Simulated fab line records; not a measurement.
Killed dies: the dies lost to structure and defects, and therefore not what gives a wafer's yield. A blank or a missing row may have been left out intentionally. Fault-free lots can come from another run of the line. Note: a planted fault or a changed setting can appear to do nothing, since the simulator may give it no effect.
fab line records	flow rit_cmos
record: lots: 5	wafers: 15	last_day: 7
route steps=202 shown PLDD@116 SPACER@125 NSD@131 PSD@142 SDANNEAL@153 SILICIDE@161 M1@202
lots untouched by any fault: they come from a run of this same line in which no faults occurred
start_h: the number of hours between the record's first day and the start of the first shown wafer of the lot	wait_h: hours elapsed since this lot's preceding step	" unchanged from the row above	L1.1+2: several wafers, shown together as one row	- value missing, or start not given	* or withheld: withheld	< > ~ a bound
route shown NAME@n: a module of which the file shows steps, and the number in the route of the first	usual: mean/standard deviation of fault-free wafers	same: alike in all rows	chamber/n: place in a boat	sites: the reading at each site	_std_site: the values' standard deviation	_edge_site: outer sites' mean less inner sites'	radius_mm: for every site, how far away it sits from the centre of the wafer	mask NAME#n: copy n	behind: the most recent tool/chamber to have shaped the wafer	hold: why the lot went on hold/how many hours it stayed there/how the hold came to an end	device: the n, p or np transistor that did not switch	end of line: the tests these same wafers got at the end of their route	a step without rows: its recipe alone	killed: the dies lost at the first sort to structure and to defects; this is not the yield of the wafer	map: shows each die of a wafer: x if killed, . if not, _ if none is there
set.NAME: the run value of the setting; set.NAME@STEP: its run value at that earlier step	model.NAME: the simulator's own value behind a step, which no gauge read
lots at some steps of the route; a table a step, a row a wafer
services: a tool's chamber out of use, with start hour (start_h, from the record's first day; less than 0 if before it), hours out, and reason
== steps ==
step: RIT_PLDD_SOFTBAKE_02
recipe: resist: NOVOLAK	temp_c: 90	time_s: 60
step: RIT_PLDD_EXPOSE_03
recipe: mask_id: M8	na: 0.57	target_cd_nm: 40900	dose_mj: 250
step: RIT_PLDD_PEB_04
recipe: resist: NOVOLAK	temp_c: withheld	time_s: withheld
step: RIT_PLDD_DEVELOP_05
recipe: resist: NOVOLAK	develop_time_s: 50	dev_temp_c: 23
step: RIT_PLDD_OVL_MEAS_06
usual: PLDD_OVL: -0.2/1.6
lot.wafer	tool	chamber	start_h	wait_h	PLDD_OVL[nm]
L618.2	overlay-01	-	47.95	-	0.7
L618.3	"	-	"	"	0.8
L618.4	"	-	"	"	0.2
L625.1	overlay-01	-	82.68	-	0.3
L625.3	"	-	"	"	-0.4
L625.4	"	-	"	"	1.2
L628.1	overlay-01	-	97.87	-	-0.4
L628.4	"	-	"	"	-0.2
L628.5	"	-	"	"	-0.4
L637.3	overlay-01	-	144.25	-	-2.3
L637.4	"	-	"	"	-2.7
L637.5	"	-	"	"	-2.6
L640.4	overlay-01	-	157.08	-	0.3
L640.5	"	-	"	"	1.1
L640.6	"	-	"	"	1.1
step: RIT_PLDD_HARDBAKE_07
recipe: resist: NOVOLAK	temp_c: 140	time_s: 60
step: RIT_PLDD_IMPLANT_08
recipe: species: BF2	energy_kev: 20	dose_cm2: 9e+14	tilt_deg: 7
step: RIT_PLDD_STRIP_09
recipe: chemistry: O2	time_s: 180	resist: NOVOLAK	platen_temp_c: withheld	power_w: 500	pressure_mtorr: 4000	o2_flow_sccm: 4000
usual: drypump_motor_current_A: 5.72/0.23	o2_flow_sccm: 4000/11
lot.wafer	tool	chamber	start_h	wait_h	drypump_motor_current_A	o2_flow_sccm	rf_hours_counter_h
L618.2	plasma_asher-02	0	48.28	0.1	5.49	3983	41
L618.3	"	1	"	"	5.86	4006	-
L618.4	"	0	"	"	5.48	4000	-
L625.1	plasma_asher-02	1	83.02	0.1	5.87	3995	45
L625.3	"	0	"	"	5.50	3996	-
L625.4	"	1	"	"	5.87	4002	-
L628.1	plasma_asher-04	0	98.21	0.1	5.48	3987	28
L628.4	"	0	"	"	5.49	3991	-
L628.5	"	1	"	"	6.14	4002	-
L637.3	plasma_asher-04	0	144.63	0.1	5.49	4002	-
L637.4	"	1	"	"	6.13	3994	-
L637.5	"	0	"	"	5.48	3988	-
L640.4	plasma_asher-04	1	157.45	0.1	6.16	3996	-
L640.5	"	1	"	"	6.18	3991	-
L640.6	"	0	"	"	5.49	3997	-
step: RIT_PLDD_TW_MEAS_10
usual: PLDD_TW: 2359/12
lot.wafer	tool	chamber	start_h	wait_h	PLDD_TW
L618.2	film_metro-03	-	48.47	0.1	2370
L618.3	"	-	"	"	2370
L618.4	"	-	"	"	2369
L625.1	film_metro-02	-	83.19	0.1	2360
L625.3	"	-	"	"	2366
L625.4	"	-	"	"	2383
L628.1	film_metro-01	-	98.38	0.1	2348
L628.4	"	-	"	"	2353
L628.5	"	-	"	"	2347
L637.3	film_metro-02	-	144.77	0.1	2373
L637.4	"	-	"	"	2367
L637.5	"	-	"	"	2369
L640.4	film_metro-03	-	157.60	0.1	2343
L640.5	"	-	"	"	2333
L640.6	"	-	"	"	2353
step: RIT_SPACER_CLEAN_00
recipe: chemistry: SC1	mix: 3:3:50	time_s: 600	temp_c: 75
step: RIT_SPACER_CLEAN_01
recipe: chemistry: dHF	dilution: 50:1	time_s: 30
step: RIT_SPACER_CLEAN_02
recipe: chemistry: SC2	mix: 3:3:50	time_s: 600	temp_c: 75	dry: n2_spin
step: RIT_SPACER_CVD_03
recipe: material: Si3N4	target_thk_nm: 250	temp_c: 810	precursor: SiH2Cl2/NH3	time_s: 3386	pressure_mtorr: 300	sih2cl2_flow_sccm: 60	nh3_flow_sccm: 150
usual: nh3_flow_sccm: 150.0/0.45	pressure_mtorr: 299.8/0.57	spike_tc_centre_C: 811.7/1	zone_power_source_pct: 20.3/0.76
lot.wafer	tool	chamber	start_h	wait_h	nh3_flow_sccm	pressure_mtorr	spike_tc_centre_C	zone_power_source_pct	model.Si3N4_of_SPACER_CVD_03.thk_nm
L618.2	lpcvd-02	1	48.89	0.0	149.7	300.7	811.4	20.5	259.9
L618.3	"	1	"	"	149.7	300.3	811.5	20.6	259.9
L618.4	"	1	"	"	150.1	300.6	809.7	20.8	260.4
L625.1	lpcvd-01	0	83.64	0.0	150.9	299.5	811.6	21.1	260.9
L625.3	"	0	"	"	150.6	299.9	811.4	21.0	260.9
L625.4	"	0	"	"	150.0	299.7	812.0	21.0	261.7
L628.1	lpcvd-02	0	99.22	0.0	180.3	299.4	809.5	19.2	292
L628.4	"	0	"	"	181.2	298.8	812.8	19.5	293.2
L628.5	"	0	"	"	179.8	299.6	809.8	20.0	291.2
L637.3	lpcvd-01	0	145.19	0.0	149.9	300.6	812.0	21.3	252.3
L637.4	"	0	"	"	150.3	300.0	812.3	21.2	250.9
L637.5	"	0	"	"	149.9	299.2	812.8	21.3	255
L640.4	lpcvd-01	1	158.02	0.0	150.3	299.7	811.3	20.8	255.1
L640.5	"	1	"	"	150.5	299.9	812.0	21.1	254.2
L640.6	"	1	"	"	150.0	299.4	810.4	21.1	255.2
step: RIT_SPACER_THK_MEAS_04
recipe: reads: Si3N4_of_SPACER_CVD_03
usual: SPACER_NITRIDE_THK: 256.6/2.4
lot.wafer	tool	chamber	start_h	wait_h	SPACER_NITRIDE_THK[nm]
L618.2	film_metro-04	-	50.81	0.0	259.9
L618.3	"	-	"	"	260.0
L618.4	"	-	"	"	260.6
L625.1	film_metro-04	-	85.55	0.0	261.0
L625.3	"	-	"	"	261.0
L625.4	"	-	"	"	261.7
L628.1	film_metro-01	-	101.14	0.0	291.8
L628.4	"	-	"	"	293.4
L628.5	"	-	"	"	291.2
L637.3	film_metro-04	-	147.13	0.0	252.5
L637.4	"	-	"	"	250.7
L637.5	"	-	"	"	254.9
L640.4	film_metro-02	-	159.96	0.0	255.1
L640.5	"	-	"	"	254.2
L640.6	"	-	"	"	255.1
step: RIT_SPACER_ETCHBACK_05
recipe: target_depth_a: 2500	SF6_flow_sccm: 30	CHF3_flow_sccm: 30	target: Si3N4	chemistry: SF6/CHF3	pressure_mtorr: 40	rf_w: 250	time_s: 240	stop_on: SiO2
usual: drypump_motor_current_A: 5.7/0.36	oes_product_au: 0.862/0.014	rf_fwd_power_W: 249.3/0.77	throttle_valve_pct: 10.29/0.11
lot.wafer	tool	chamber	start_h	wait_h	drypump_motor_current_A	oes_product_au	rf_fwd_power_W	rf_hours_counter_h	throttle_valve_pct	model.etch.depth_nm
L618.2	rie_diel-03	2	50.86	0.0	5.9	0.891	249.1	72	10.32	259.9
L618.3	"	3	"	"	5.5	0.865	248.2	47	10.49	259.9
L618.4	"	0	"	"	5.5	0.889	249.5	1	10.18	260.4
L625.1	rie_diel-04	2	85.61	0.1	5.3	0.890	249.2	103	10.42	260.9
L625.3	"	0	"	"	6.0	0.859	249.2	106	10.24	260.9
L625.4	"	1	"	"	6.2	0.878	248.7	3	10.37	261.7
L628.1	rie_diel-02	2	101.20	0.1	5.4	0.958	249.0	4	10.38	292
L628.4	"	0	"	"	5.7	0.932	248.7	134	10.14	293.2
L628.5	"	0	"	"	5.7	0.928	248.5	-	10.15	291.2
L637.3	rie_diel-02	1	147.17	0.0	5.7	0.832	248.7	143	10.36	252.3
L637.4	"	2	"	"	5.4	0.860	249.2	5	10.35	250.9
L637.5	"	0	"	"	5.7	0.849	250.2	-	10.10	255
L640.4	rie_diel-04	1	159.99	0.0	6.2	0.868	249.6	4	10.38	255.1
L640.5	"	1	"	"	6.2	0.864	248.6	-	10.35	254.2
L640.6	"	2	"	"	5.3	0.874	249.2	-	10.41	255.2
step: RIT_NSD_HMDS_00
recipe: prime_time_s: 60	prime_temp_c: 140
step: RIT_NSD_COAT_01
recipe: resist: NOVOLAK	spin_rpm: 3250	resist_thk_nm: 1000
step: RIT_NSD_SOFTBAKE_02
recipe: resist: NOVOLAK	temp_c: 90	time_s: 60
step: RIT_NSD_EXPOSE_03
recipe: mask_id: M9	na: 0.57	target_cd_nm: 40700	dose_mj: 250
step: RIT_NSD_PEB_04
recipe: resist: NOVOLAK	temp_c: withheld	time_s: withheld
step: RIT_NSD_DEVELOP_05
recipe: resist: NOVOLAK	develop_time_s: 50	dev_temp_c: 23
step: RIT_NSD_OVL_MEAS_06
usual: NSD_OVL: 0.4/1.1
lot.wafer	tool	chamber	start_h	wait_h	NSD_OVL[nm]
L618.2	overlay-02	-	51.99	-	2.4
L618.3	"	-	"	"	1.9
L618.4	"	-	"	"	2.2
L625.1	overlay-02	-	86.74	-	3.0
L625.3	"	-	"	"	1.4
L625.4	"	-	"	"	2.7
L628.1	overlay-01	-	102.48	-	-2.0
L628.4	"	-	"	"	-0.6
L628.5	"	-	"	"	-0.5
L637.3	overlay-01	-	148.31	-	-0.8
L637.4	"	-	"	"	-0.3
L637.5	"	-	"	"	-1.5
L640.4	overlay-02	-	161.01	-	-0.3
L640.5	"	-	"	"	-0.9
L640.6	"	-	"	"	0.2
step: RIT_NSD_HARDBAKE_07
recipe: resist: NOVOLAK	temp_c: 140	time_s: 60
step: RIT_NSD_IMPLANT_08
recipe: species: P	energy_kev: 25	dose_cm2: 1e+15	tilt_deg: 7
step: RIT_NSD_STRIP_09
recipe: chemistry: O2	time_s: 180	resist: NOVOLAK	platen_temp_c: withheld	power_w: 500	pressure_mtorr: 4000	o2_flow_sccm: 4000
usual: drypump_motor_current_A: 5.7/0.46	o2_flow_sccm: 4000/12
lot.wafer	tool	chamber	start_h	wait_h	drypump_motor_current_A	o2_flow_sccm	rf_hours_counter_h
L618.2	plasma_asher-01	1	52.32	0.1	5.7	4009	42
L618.3	"	1	"	"	5.7	3988	-
L618.4	"	0	"	"	5.7	3998	-
L625.1	plasma_asher-04	1	87.07	0.1	6.1	3994	26
L625.3	"	0	"	"	5.5	4016	-
L625.4	"	1	"	"	6.1	4004	-
L628.1	plasma_asher-04	0	102.82	0.1	5.5	4013	29
L628.4	"	1	"	"	6.1	4005	-
L628.5	"	0	"	"	5.5	4004	-
L637.3	plasma_asher-04	1	148.69	0.1	6.2	3992	-
L637.4	"	0	"	"	5.5	3985	-
L637.5	"	0	"	"	5.5	3996	-
L640.4	plasma_asher-04	1	161.39	0.1	6.2	3995	-
L640.5	"	1	"	"	6.1	3997	-
L640.6	"	0	"	"	5.5	4010	-
step: RIT_NSD_TW_MEAS_10
usual: NSD_TW: 3127/20
lot.wafer	tool	chamber	start_h	wait_h	NSD_TW
L618.2	film_metro-01	-	52.51	0.1	3114
L618.3	"	-	"	"	3114
L618.4	"	-	"	"	3088
L625.1	film_metro-03	-	87.25	0.1	3130
L625.3	"	-	"	"	3149
L625.4	"	-	"	"	3139
L628.1	film_metro-01	-	103.00	0.1	3127
L628.4	"	-	"	"	3136
L628.5	"	-	"	"	3114
L637.3	film_metro-02	-	148.83	0.1	3126
L637.4	"	-	"	"	3156
L637.5	"	-	"	"	3135
L640.4	film_metro-03	-	161.53	0.1	3131
L640.5	"	-	"	"	3114
L640.6	"	-	"	"	3113
step: RIT_PSD_HMDS_00
recipe: prime_time_s: 60	prime_temp_c: 140
step: RIT_PSD_COAT_01
recipe: resist: NOVOLAK	spin_rpm: 3250	resist_thk_nm: 1009
step: RIT_PSD_SOFTBAKE_02
recipe: resist: NOVOLAK	temp_c: 90	time_s: 60
step: RIT_PSD_EXPOSE_03
recipe: mask_id: M10	na: 0.57	target_cd_nm: 40900	dose_mj: 250
step: RIT_PSD_PEB_04
recipe: resist: NOVOLAK	temp_c: withheld	time_s: withheld
step: RIT_PSD_DEVELOP_05
recipe: resist: NOVOLAK	develop_time_s: 50	dev_temp_c: 23
step: RIT_PSD_OVL_MEAS_06
usual: PSD_OVL: -0.7/1.3
lot.wafer	tool	chamber	start_h	wait_h	PSD_OVL[nm]
L618.2	overlay-02	-	53.41	-	-0.2
L618.3	"	-	"	"	1.7
L618.4	"	-	"	"	1.9
L625.1	overlay-02	-	88.28	-	-2.3
L625.3	"	-	"	"	-0.6
L625.4	"	-	"	"	-0.8
L628.1	overlay-02	-	104.03	-	-1.8
L628.4	"	-	"	"	-1.1
L628.5	"	-	"	"	-1.6
L637.3	overlay-01	-	149.86	-	-1.7
L637.4	"	-	"	"	-0.7
L637.5	"	-	"	"	-0.5
L640.4	overlay-02	-	162.76	-	-0.3
L640.5	"	-	"	"	-1.3
L640.6	"	-	"	"	0.5
step: RIT_PSD_HARDBAKE_07
recipe: resist: NOVOLAK	temp_c: 140	time_s: 60
step: RIT_PSD_IMPLANT_08
recipe: species: BF2	energy_kev: 27	dose_cm2: 4.953e+15	tilt_deg: 7
step: RIT_PSD_STRIP_09
recipe: chemistry: O2	time_s: 180	resist: NOVOLAK	platen_temp_c: withheld	power_w: 500	pressure_mtorr: 4000	o2_flow_sccm: 4000
usual: drypump_motor_current_A: 5.6/0.47	o2_flow_sccm: 3999/12
lot.wafer	tool	chamber	start_h	wait_h	drypump_motor_current_A	o2_flow_sccm	rf_hours_counter_h
L618.2	plasma_asher-01	0	53.74	0.1	5.7	4020	42
L618.3	"	0	"	"	5.7	4001	-
L618.4	"	1	"	"	5.7	4019	-
L625.1	plasma_asher-01	1	88.62	0.1	5.7	4017	46
L625.3	"	0	"	"	5.7	3999	-
L625.4	"	1	"	"	5.7	4014	-
L628.1	plasma_asher-02	1	104.37	0.1	5.8	3987	47
L628.4	"	1	"	"	5.8	3983	-
L628.5	"	1	"	"	5.8	3996	-
L637.3	plasma_asher-03	0	150.24	0.1	4.7	3997	-
L637.4	"	1	"	"	6.1	3996	-
L637.5	"	1	"	"	6.2	3983	-
L640.4	plasma_asher-01	0	163.13	0.1	5.7	4001	-
L640.5	"	0	"	"	5.7	3983	-
L640.6	"	1	"	"	5.7	3989	-
step: RIT_PSD_TW_MEAS_10
usual: PSD_TW: 3437/20
lot.wafer	tool	chamber	start_h	wait_h	PSD_TW
L618.2	film_metro-02	-	53.93	0.1	3446
L618.3	"	-	"	"	3426
L618.4	"	-	"	"	3441
L625.1	film_metro-01	-	88.79	0.1	3411
L625.3	"	-	"	"	3395
L625.4	"	-	"	"	3409
L628.1	film_metro-01	-	104.54	0.1	3404
L628.4	"	-	"	"	3416
L628.5	"	-	"	"	3407
L637.3	film_metro-02	-	150.38	0.1	3463
L637.4	"	-	"	"	3457
L637.5	"	-	"	"	3462
L640.4	film_metro-02	-	163.28	0.1	3441
L640.5	"	-	"	"	3452
L640.6	"	-	"	"	3450
step: RIT_SDANNEAL_CLEAN_00
recipe: chemistry: SC1	mix: 3:3:50	time_s: 600	temp_c: 75
step: RIT_SDANNEAL_CLEAN_01
recipe: chemistry: dHF	dilution: 50:1	time_s: 30
step: RIT_SDANNEAL_CLEAN_02
recipe: chemistry: SC2	mix: 3:3:50	time_s: 600	temp_c: 75	dry: n2_spin
step: RIT_SDANNEAL_RTA_03
recipe: temp_c: 1050	time_s: 5	idle_temp_c: 600	ramp_up_c_per_s: 342	ramp_down_c_per_s: 171	cool_to_c: 600	ambient: N2
usual: ramp_up_c_per_s: 341.99/0.059	wafer_temp_C_max: 1053.5/1.3
lot.wafer	tool	chamber	start_h	wait_h	ramp_up_c_per_s	wafer_temp_C_max
L618.2	rtp_anneal-01	0	54.36	0.0	341.91	1053.4
L618.3	"	0	"	"	342.03	1054.1
L618.4	"	0	"	"	342.04	1051.5
L625.1	rtp_anneal-02	0	89.25	0.0	341.97	1055.0
L625.3	"	0	"	"	342.01	1054.4
L625.4	"	0	"	"	341.96	1053.6
L628.1	rtp_anneal-01	0	104.99	0.0	341.95	1053.1
L628.4	"	0	"	"	341.93	1052.0
L628.5	"	0	"	"	341.95	1052.7
L637.3	rtp_anneal-02	0	150.81	0.0	341.97	1055.6
L637.4	"	0	"	"	342.05	1054.6
L637.5	"	0	"	"	342.01	1055.9
L640.4	rtp_anneal-01	0	163.70	0.0	341.94	1055.7
L640.5	"	0	"	"	341.88	1054.6
L640.6	"	0	"	"	341.99	1053.9
step: RIT_SDANNEAL_RS_MEAS_04
recipe: thk_meas_gauge: four-point-probe
usual: PSD_RS: 116.07/0.27
lot.wafer	tool	chamber	start_h	wait_h	PSD_RS[ohm/sq]
L618.2	film_metro-02	-	54.42	0.1	116.58
L618.3	"	-	"	"	116.46
L618.4	"	-	"	"	116.28
L625.1	film_metro-02	-	89.31	0.0	116.56
L625.3	"	-	"	"	115.92
L625.4	"	-	"	"	116.48
L628.1	film_metro-03	-	105.04	0.0	116.01
L628.4	"	-	"	"	116.01
L628.5	"	-	"	"	116.36
L637.3	film_metro-03	-	150.89	0.1	115.76
L637.4	"	-	"	"	116.06
L637.5	"	-	"	"	115.84
L640.4	film_metro-02	-	163.79	0.1	116.30
L640.5	"	-	"	"	116.76
L640.6	"	-	"	"	116.31
step: RIT_SILICIDE_WET_ETCH_00
recipe: chemistry: BOE	target: SiO2	target_depth_nm: 14	time_s: 15	dry: n2_spin	dilution: 10:1	temp_c: 21.5
lot.wafer	tool	chamber	start_h	wait_h	model.Si3N4_of_SPACER_CVD_03.thk_nm
L618.2	wet_bench-02	2	54.88	0.1	203.2
L618.3	"	2	"	"	202.4
L618.4	"	2	"	"	204.4
L625.1	wet_bench-03	2	89.79	0.1	203.8
L625.3	"	2	"	"	202.4
L625.4	"	2	"	"	204.1
L628.1	wet_bench-03	0	105.52	0.1	227.7
L628.4	"	0	"	"	228.9
L628.5	"	0	"	"	227.2
L637.3	wet_bench-02	3	151.33	0.1	196.9
L637.4	"	3	"	"	196
L637.5	"	3	"	"	199.1
L640.4	wet_bench-03	1	164.21	0.0	199.1
L640.5	"	1	"	"	198.9
L640.6	"	1	"	"	200
step: RIT_M1_PROBE_99
usual: killed_at_contacts: 0.0/0.22	killed_at_front_end: 6.5/3	killed_dies: 6.6/3	killed_on_rim: 1.7/1.3	killed_open: 3.4/2.2	killed_short: 3.3/1.7
same: gross_dies: 264	killed_at_M0_to_M3: 0	killed_at_M4_up: 0	killed_at_back_side: 0	killed_at_other: 0
lot.wafer	tool	chamber	start_h	wait_h	killed_at_contacts	killed_at_front_end	killed_dies	killed_on_rim	killed_open	killed_short	model.etest.pplus_sal.width_nm	model.etest.nplus_sal.width_nm	model.etest.nmos_0p15.r_on_ohm_um	model.etest.nwell_pinched.rs_ohm_sq	model.etest.pwell_pinched.rs_ohm_sq	model.etest.contact_nplus.end_ohm_um	model.etest.field_p_metal.vt_v	model.etest.diode_nplus_comb.leak_log10_a_cm2
L618.2	prober-02	-	62.04	0.1	0	5	5	2	3	2	3431	3438	1169	334.1	446.6	43.3	-28.9	-5.127
L618.3	prober-02	-	62.09	0.2	0	4	4	1	1	3	3483	3466	1187	337.5	452.4	43.49	-29.12	-5.017
L618.4	prober-02	-	62.14	0.2	0	7	7	1	3	4	3432	3438	1128	329.2	445.3	42.71	-29.77	-5.039
L625.1	prober-01	-	96.85	0.1	0	7	7	1	4	3	3491	3473	1121	330.7	455	42.99	-30.28	-5.055
L625.3	prober-01	-	96.95	0.2	0	13	13	4	9	4	3513	3506	1145	335.9	462	43.01	-30.58	-5.396
L625.4	prober-01	-	97.00	0.2	0	7	7	3	6	1	3481	3489	1125	330.9	456.9	42.74	-30.75	-4.955
L628.1	prober-02	-	112.80	0.1	0	8	8	4	1	6	3398	3405	1068	311.8	437.3	38.02	-32.16	-5.26
L628.4	prober-02	-	112.95	0.2	0	10	10	4	3	3	3404	3395	1045	310.5	436.1	37.04	-31.9	-5.461
L628.5	prober-02	-	113.00	0.2	0	9	9	6	2	5	3389	3389	1060	311	438.8	38.4	-31.98	-5.25
L637.3	prober-01	-	158.54	0.2	1	7	8	3	3	5	3460	3460	1162	346.2	459.5	41.94	-27.82	-5
L637.4	prober-01	-	158.59	0.2	0	5	5	0	5	0	3453	3466	1142	343.2	465.3	42.89	-28.64	-5.161
L637.5	prober-01	-	158.64	0.2	0	11	11	4	7	4	3471	3456	1125	342	460.2	42.91	-28.07	-5.262
L640.4	prober-02	-	171.66	0.2	0	7	7	3	5	2	3498	3492	1168	336.4	463	44.58	-29.68	-4.824
L640.5	prober-02	-	171.71	0.2	0	8	8	1	2	6	3457	3463	1162	333.9	460.3	42.88	-30.16	-5.132
L640.6	prober-02	-	171.76	0.2	0	7	7	3	3	4	3469	3470	1148	331.3	459.9	42.77	-30.27	-5.068
killed by level:class
L618.2 GATE:geometric_particle:open=2 FOX2:geometric_particle:short=1 GATE:geometric_particle:short=1 REOX:geometric_particle:open=1
L618.3 FOX1:geometric_particle:short=1 GATE:geometric_particle:short=1 SPACER:geometric_particle:short=1 SPACER:geometric_particle:open=1
L618.4 FOX1:geometric_particle:open=3 FOX1:geometric_particle:short=2 REOX:geometric_particle:short=1 SPACER:geometric_particle:short=1
L625.1 FOX1:geometric_particle:short=2 FOX1:geometric_particle:open=2 GATE:geometric_particle:short=1 SPACER:geometric_particle:open=1 SILICIDE:geometric_particle:open=1
L625.3 GATE:geometric_particle:open=4 REOX:geometric_particle:open=3 REOX:geometric_particle:short=2 FOX1:geometric_particle:open=1 FOX1:geometric_particle:short=1 GATE:geometric_particle:short=1 SPACER:geometric_particle:open=1
L625.4 REOX:geometric_particle:open=3 FOX1:geometric_particle:open=1 FOX2:geometric_particle:short=1 FOX2:geometric_particle:open=1 SPACER:geometric_particle:open=1
L628.1 GATE:geometric_particle:short=3 FOX2:geometric_particle:short=1 REOX:geometric_particle:short=1 SPACER:geometric_particle:short=1 SPACER:geometric_particle:open=1 SPACER:area_etchback=1
L628.4 SPACER:area_etchback=4 SPACER:geometric_particle:open=2 FOX1:geometric_particle:open=1 FOX1:geometric_particle:short=1 GATE:geometric_particle:short=1 SPACER:geometric_particle:short=1
L628.5 GATE:geometric_particle:short=2 SPACER:geometric_particle:short=2 SPACER:area_etchback=2 FOX1:geometric_particle:short=1 GATE:geometric_particle:open=1 SPACER:geometric_particle:open=1
L637.3 GATE:geometric_particle:short=3 FOX2:geometric_particle:open=1 GATE:geometric_particle:open=1 SPACER:geometric_particle:short=1 SILICIDE:geometric_particle:open=1 CONTACT:geometric_particle:short=1
L637.4 REOX:geometric_particle:open=3 SILICIDE:geometric_particle:open=2
L637.5 GATE:geometric_particle:open=2 REOX:geometric_particle:open=2 SILICIDE:geometric_particle:open=2 FOX2:geometric_particle:short=1 GATE:geometric_particle:short=1 SPACER:geometric_particle:open=1 SPACER:geometric_particle:short=1 SILICIDE:geometric_particle:short=1
L640.4 FOX2:geometric_particle:open=2 FOX1:geometric_particle:open=1 FOX2:geometric_particle:short=1 GATE:geometric_particle:open=1 GATE:geometric_particle:short=1 REOX:geometric_particle:open=1
L640.5 GATE:geometric_particle:short=4 FOX2:geometric_particle:short=1 FOX2:geometric_particle:open=1 REOX:geometric_particle:open=1 SPACER:geometric_particle:short=1
L640.6 GATE:geometric_particle:open=2 SILICIDE:geometric_particle:short=2 FOX1:geometric_particle:open=1 FOX2:geometric_particle:short=1 GATE:geometric_particle:short=1
== services ==
tool	chamber	start_h	hours	kind
wet_bench-03	-	30.80	1.8	repair
plasma_asher-03	-	36.07	1.1	repair
rie_diel-02	3	42.94	12.6	repair
rie_diel-03	1	56.06	6.7	repair
rie_diel-02	3	76.76	2.7	repair
plasma_asher-01	-	108.75	9.0	pm
plasma_asher-01	0	108.75	9.0	vent_cycle
plasma_asher-01	1	108.75	9.0	vent_cycle
plasma_asher-01	0	117.75	-	clean
plasma_asher-01	1	117.75	-	clean
rie_diel-03	3	133.17	10.2	repair
wet_bench-03	-	142.90	4.4	pm
rtp_anneal-02	-	145.45	1.2	pm
wet_bench-02	-	158.71	0.9	repair
== key ==
first_sign: step: RIT_SPACER_CVD_03	reading: nh3_flow_sccm	direction: up	sigmas: 67	usual: 150.0	struck: 180.4
effect: step: RIT_SPACER_THK_MEAS_04	reading: SPACER_NITRIDE_THK	direction: up	sigmas: 15	usual: 256.6	struck: 292.2
effect: step: RIT_SPACER_ETCHBACK_05	reading: oes_product_au	direction: up	sigmas: 5.6	usual: 0.862	struck: 0.939
effect: step: RIT_M1_PROBE_99	reading: killed_on_rim	direction: up	sigmas: 2.3	usual: 1.7	struck: 4.7	wafers_moved: 1
model_effect: step: RIT_SPACER_CVD_03	value: Si3N4_of_SPACER_CVD_03.thk_nm	without: 255.5	struck: 292.1
model_effect: step: RIT_SPACER_ETCHBACK_05	value: etch.depth_nm	without: 255.5	struck: 292.1
model_effect: step: RIT_SILICIDE_WET_ETCH_00	value: Si3N4_of_SPACER_CVD_03.thk_nm	without: 199.2	struck: 228
model_effect: step: RIT_M1_PROBE_99	value: etest.pplus_sal.width_nm	without: 3477	struck: 3397
met_at RIT_SPACER_CVD_03
struck_wafers L628.1,L628.4,L628.5
tester_left_out L628
fault: kind: process_parameter_drift	tool: lpcvd-02	chamber: 0	onset_h: 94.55	steps: RIT_SPACER_CVD_03	channel: nh3_flow_sccm	offset: 30	shape: step	end_h: 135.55	acts_in: these_recipes_only	stated: 150
tester_left_out: of these lots the tester's yield and bins aren't shown, on N5 and GAA mostly nor the transistor test; their killed dies are dies lost to structure and defects alone, not to doping, threshold or leakage, so they don't give the yield
